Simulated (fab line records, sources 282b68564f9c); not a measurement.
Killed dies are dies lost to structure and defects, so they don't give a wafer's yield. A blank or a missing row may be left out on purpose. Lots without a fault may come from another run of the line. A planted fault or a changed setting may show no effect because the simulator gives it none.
Split-lot experiment | flow rit_cmos | 5 lots, 23 wafers read, on a route of 202 steps

THE SPLIT
At RIT_CONTACT_COAT_03 (resist thk 1000 nm), the setting spin_rpm was moved away from the recipe's 3250 rpm on 6 of the 23 wafers read, by -2.9% to +4.6%. The other wafers ran this setting at the recipe's value.

The reading is taken at the split's own step.

THE READING
NOVOLAK_of_CONTACT_COAT_03.thk_nm (the simulator's own value, which no gauge read), in nm, at RIT_CONTACT_COAT_03 (resist thk 1000 nm). The file gives no usual value for it. The 17 wafers here that ran the recipe average 997.1 nm, standard deviation 1.9 nm.

wafer  | tool, chamber at the split | spin_rpm as run, rpm | against the recipe | NOVOLAK_of_CONTACT_COAT_03.thk_nm, nm | against lot-mates on the recipe
L074.1 | litho_track-04, 0          | 3250                 | recipe             | 999                                   | -
L074.3 | litho_track-04, 0          | 3250                 | recipe             | 997.2                                 | -
L074.4 | litho_track-04, 0          | 3250                 | recipe             | 997.8                                 | -
L074.5 | litho_track-04, 0          | 3250                 | recipe             | 995.4                                 | -
L074.6 | litho_track-04, 0          | 3250                 | recipe             | 995.9                                 | -
L076.1 | litho_track-02, 0          | 3398                 | +4.6%              | 974.2                                 | -23.3
L076.2 | litho_track-02, 0          | 3398                 | +4.6%              | 977.8                                 | -19.7
L076.4 | litho_track-02, 0          | 3250                 | recipe             | 996.9                                 | -
L076.5 | litho_track-02, 0          | 3250                 | recipe             | 998.1                                 | -
L076.6 | litho_track-02, 0          | 3398                 | +4.6%              | 975.3                                 | -22.2
L078.1 | litho_track-04, 0          | 3250                 | recipe             | 1001                                  | -
L078.4 | litho_track-04, 0          | 3250                 | recipe             | 999.8                                 | -
L078.6 | litho_track-04, 0          | 3250                 | recipe             | 997.9                                 | -
L083.1 | litho_track-04, 0          | 3250                 | recipe             | 998.8                                 | -
L083.2 | litho_track-04, 0          | 3155                 | -2.9%              | 1012                                  | +14.0
L083.4 | litho_track-04, 0          | 3155                 | -2.9%              | 1009                                  | +11.0
L083.5 | litho_track-04, 0          | 3250                 | recipe             | 997.2                                 | -
L083.6 | litho_track-04, 0          | 3155                 | -2.9%              | 1017                                  | +19.0
L085.1 | litho_track-01, 0          | 3250                 | recipe             | 996.1                                 | -
L085.2 | litho_track-01, 0          | 3250                 | recipe             | 993.8                                 | -
L085.3 | litho_track-01, 0          | 3250                 | recipe             | 995.5                                 | -
L085.4 | litho_track-01, 0          | 3250                 | recipe             | 994                                   | -
L085.5 | litho_track-01, 0          | 3250                 | recipe             | 995.8                                 | -

THE FIT
A straight line over all 23 wafers: NOVOLAK_of_CONTACT_COAT_03.thk_nm changes by -4.89 nm for each +1% of spin_rpm; r = -0.98; the points scatter about the line by 2.3 nm.
The same after taking each lot's own level away (the mean of its wafers on the recipe; 23 wafers): -4.85 nm for each +1%; r = -0.99; scatter 1.7 nm.
On that fit, the largest move of spin_rpm shifts the reading by 22 nm.
The lots' own levels span 995.04 to 999.57 nm, that is 2.4 times the standard deviation above.
So the lot-to-lot level changes the slope little: the two slopes agree.
Check: with one of the wafers moved furthest among these (+4.6%) left out of the fit, the line predicts -21.5 nm for it against its lot-mates. It came out at -23.3 nm against them.

OTHER SPLITS ON THESE WAFERS
These wafers also went through other splits before the reading. Each is held against what the fit with the lots' levels taken away leaves over:
other split on the same wafers | wafers away from the commonest value | r with NOVOLAK_of_CONTACT_COAT_03.thk_nm (lot level and that fit taken away)
RIT_SPACER_CVD_03 temp_c       | 10                                   | +0.06
RIT_NSD_IMPLANT_08 energy_kev  | 7                                    | -0.27
RIT_PSD_IMPLANT_08 energy_kev  | 7                                    | -0.14
RIT_SDANNEAL_RTA_03 time_s     | 4                                    | +0.00
RIT_SILICIDE_SPUTTER_01 time_s | 12                                   | +0.16

THE FILE'S OWN FIT
NOVOLAK_of_CONTACT_COAT_03.thk_nm changes by -4.84 nm for each +1% of spin_rpm, r = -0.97.
